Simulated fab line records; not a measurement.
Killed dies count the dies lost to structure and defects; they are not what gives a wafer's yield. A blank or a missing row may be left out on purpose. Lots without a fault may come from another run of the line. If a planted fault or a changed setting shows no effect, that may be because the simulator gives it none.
Which tool was responsible? ; flow berkeley_cmos170 ; 14 lots, 42 wafers sampled, at 2 steps of a route of 331

== WHAT THE GAUGES SHOWED, per wafer ==
UCB170_PSD_CD_MEAS_06: target cd 1200 nm.
lot;measured;on;cd_nm (nm)
L243;day 8 02:43;cd_sem-01;1200.5 1199.4 1198.8
L246;day 8 12:33;cd_sem-01;1200.4 1199.7 1200.3
L244;day 8 12:28;cd_sem-01;1200.6 1201.6 1201.8
L247;day 9 06:11;cd_sem-01;1199.1 1199.7 1199.4
L249;day 9 06:18;cd_sem-02;1196.8 1199.0 1199.6
L248;day 9 06:37;cd_sem-01;1200.6 1201.5 1201.0
L250;day 9 16:17;cd_sem-01;1200.9 1199.5 1201.0
L253;day 10 04:34;cd_sem-02;1201.4 1199.7 1200.0
L252;day 10 05:16;cd_sem-02;1201.3 1199.7 1201.5
L259;day 11 15:19;cd_sem-01;- - -
L260;day 11 14:39;cd_sem-02;- - -
L261;day 11 22:49;cd_sem-02;1201.0 1201.7 1201.7
L262;day 12 08:28;cd_sem-01;1202.2 1201.4 1200.4
L266;day 13 07:29;cd_sem-01;1200.0 1199.7 1197.9

== WHAT TOOL EACH LOT RAN ON (gives the tool, then ch and the chambers of the sampled wafers, and finally the start) ==
lot;UCB170_PSD_COAT_01
L243;litho_track-02 ch 0, day 8 01:53
L246;litho_track-02 ch 0, day 8 11:24
L244;litho_track-03 ch 0, day 8 11:27
L247;litho_track-04 ch 0, day 9 05:22
L249;litho_track-02 ch 0, day 9 05:22
L248;litho_track-03 ch 0, day 9 05:27
L250;litho_track-03 ch 0, day 9 15:10
L253;litho_track-04 ch 0, day 10 03:45
L252;litho_track-03 ch 0, day 10 03:47
L259;litho_track-04, day 11 13:56
L260;litho_track-03, day 11 13:58
L261;litho_track-03 ch 0, day 11 22:00
L262;litho_track-03 ch 0, day 12 07:32
L266;litho_track-04 ch 0, day 13 06:40
- UCB170_PSD_COAT_01: resist thk 900 nm.

== WHAT THE TOOLS THEMSELVES READ (means of the sampled wafers that have a number; where no wafer has one, the mark that the record gives instead) ==
UCB170_PSD_COAT_01.
lot;tool;chill_plate_temp_C (C);dispense_pressure_kPa (kPa)
L243;litho_track-02;22.90;52.2
L246;litho_track-02;22.97;52.1
L244;litho_track-03;22.99;52.9
L247;litho_track-04;23.04;48.2
L249;litho_track-02;22.98;52.2
L248;litho_track-03;22.99;52.9
L250;litho_track-03;22.99;52.9
L253;litho_track-04;22.87;48.2
L252;litho_track-03;23.00;52.9
L259;litho_track-04;-;-
L260;litho_track-03;-;-
L261;litho_track-03;23.07;52.9
L262;litho_track-03;23.14;52.8
L266;litho_track-04;23.03;48.2

== THE ANSWER, worked out from the rows above alone ==
Rule: the usual values come from the lots themselves. Put in order of their means at a reading, lots are off if they are a third of the lots or fewer, leave a main group of 4 or more, and stand apart from it by a gap of 3 or more times the standard deviation of the main group's means; of several such gaps the widest counts. A main group is skipped when, at the precision printed for the reading in the tables above, its means are all equal. Also off: a lot with no number at a reading for which 4 or more lots have one. The other lots that the step has rows for count as sound. The gauges are gone through in route order, then the tools' own readings, and for those a lot's mean is taken as printed above. The first step at which some lot is off is used, and at that step the reading that is off furthest; a lot without a number counts as furthest.
Off, at UCB170_PSD_CD_MEAS_06 on cd_nm: L259, L260. Without a number there: L259, L260. Mean 1200.3 nm and standard deviation 0.93 in the main group.
A tool fits if, at a process step before that reading, it ran every lot that is off, and no sound lot after the first of them. Not tried: the gauges at UCB170_PSD_CD_MEAS_06; whatever is off there is also off at UCB170_PSD_COAT_01, on other tools, and gauge error can't account for it. No candidate that was tried fits.

== WHAT THE SIMULATOR HAD PUT IN ==
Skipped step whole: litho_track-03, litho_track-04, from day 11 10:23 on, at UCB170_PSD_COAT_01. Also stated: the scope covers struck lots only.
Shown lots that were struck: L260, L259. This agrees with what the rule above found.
